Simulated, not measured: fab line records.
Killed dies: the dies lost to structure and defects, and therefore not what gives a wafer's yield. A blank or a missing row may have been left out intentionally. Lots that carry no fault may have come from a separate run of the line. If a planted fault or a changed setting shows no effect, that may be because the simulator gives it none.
Lot-split experiment -- flow berkeley_cmos170 -- 23 wafers read across 5 lots, on a route 331 steps long

## THE SPLIT
At UCB170_M3_COAT_10 (resist thk 900 nm), the setting spin_rpm was moved away from the recipe's 1500 rpm on 12 of the 23 wafers read, by -2.2% to +7.3%. The other wafers ran this setting at the recipe's value.

The split's own step is where the reading is taken.

## THE READING
KrF_of_M3_COAT_10.thk_nm (the simulator's own value, which no gauge read), in nm, at UCB170_M3_COAT_10 (resist thk 900 nm). The file does not state a usual value for it. Average 900.5 nm, standard deviation 1.6 nm, over the 11 wafers here run with the recipe.

wafer,"tool, chamber at the split","spin_rpm as run, rpm",against the recipe,"KrF_of_M3_COAT_10.thk_nm, nm",against lot-mates on the recipe
L074.1,"litho_track-04, 0",1500,recipe,899,-
L074.2,"litho_track-04, 0",1467,-2.2%,912.8,+11.0
L074.3,"litho_track-04, 0",1467,-2.2%,914.2,+12.5
L074.4,"litho_track-04, 0",1467,-2.2%,911.6,+9.9
L074.5,"litho_track-04, 0",1500,recipe,904.5,-
L076.1,"litho_track-04, 0",1553,+3.5%,883.9,-17.1
L076.2,"litho_track-04, 0",1500,recipe,901.6,-
L076.3,"litho_track-04, 0",1553,+3.5%,885.4,-15.6
L076.4,"litho_track-04, 0",1500,recipe,900.5,-
L076.5,"litho_track-04, 0",1553,+3.5%,885.6,-15.4
L083.2,"litho_track-04, 0",1500,recipe,900.5,-
L083.3,"litho_track-04, 0",1500,recipe,901.7,-
L083.4,"litho_track-04, 0",1540,+2.7%,890.5,-10.6
L083.5,"litho_track-04, 0",1540,+2.7%,888.2,-12.9
L083.6,"litho_track-04, 0",1540,+2.7%,892.9,-8.2
L082.1,"litho_track-02, 0",1610,+7.3%,868.9,-30.5
L082.2,"litho_track-02, 0",1610,+7.3%,868.2,-31.2
L082.3,"litho_track-02, 0",1500,recipe,899.2,-
L082.4,"litho_track-02, 0",1610,+7.3%,867.5,-31.9
L082.5,"litho_track-02, 0",1500,recipe,899.6,-
L084.1,"litho_track-02, 0",1500,recipe,900.9,-
L084.4,"litho_track-02, 0",1500,recipe,898.4,-
L084.5,"litho_track-02, 0",1500,recipe,899.9,-

FIT RESULTS
A straight line over all 23 wafers: KrF_of_M3_COAT_10.thk_nm changes by -4.53 nm for each +1% of spin_rpm; r = -0.99; the points scatter about the line by 1.8 nm.
The same after taking each lot's own level away (the mean of its wafers on the recipe; 23 wafers): -4.38 nm for each +1%; r = -0.99; scatter 1.5 nm.
That fit puts the effect of the largest move of spin_rpm on the reading at 32 nm.
The span of the lots' own levels, 899.40 to 901.75 nm, comes to 1.5 times the standard deviation stated above.
The two slopes are in agreement: the lot-to-lot level therefore moves the slope only a little.
Check: with one of the wafers moved furthest among these (+7.3%) left out of the fit, the line predicts -32.1 nm for it against its lot-mates. Against them it came out at -30.5 nm.

## THESE WAFERS: OTHER SPLITS
These wafers also went through other splits before the reading. Each is held against what the fit with the lots' levels taken away leaves over:
other split on the same wafers,wafers away from the commonest value,r with KrF_of_M3_COAT_10.thk_nm (lot level and that fit taken away)
UCB170_CONTACT_COAT_10 resist_thk_nm,9,+0.23
UCB170_M1_SPUTTER_00 power_w,9,+0.47
UCB170_M2_COAT_10 spin_rpm,12,-0.05
UCB170_M2_METAL_ETCH_18 time_s,5,+0.08
UCB170_V2_CMP_02 leave_above_ref_nm,10,-0.09
UCB170_V2_ETCH_14 rf_w,9,-0.05

## THE FILE'S OWN FIT
KrF_of_M3_COAT_10.thk_nm changes by -4.33 nm for each +1% of spin_rpm, r = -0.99.
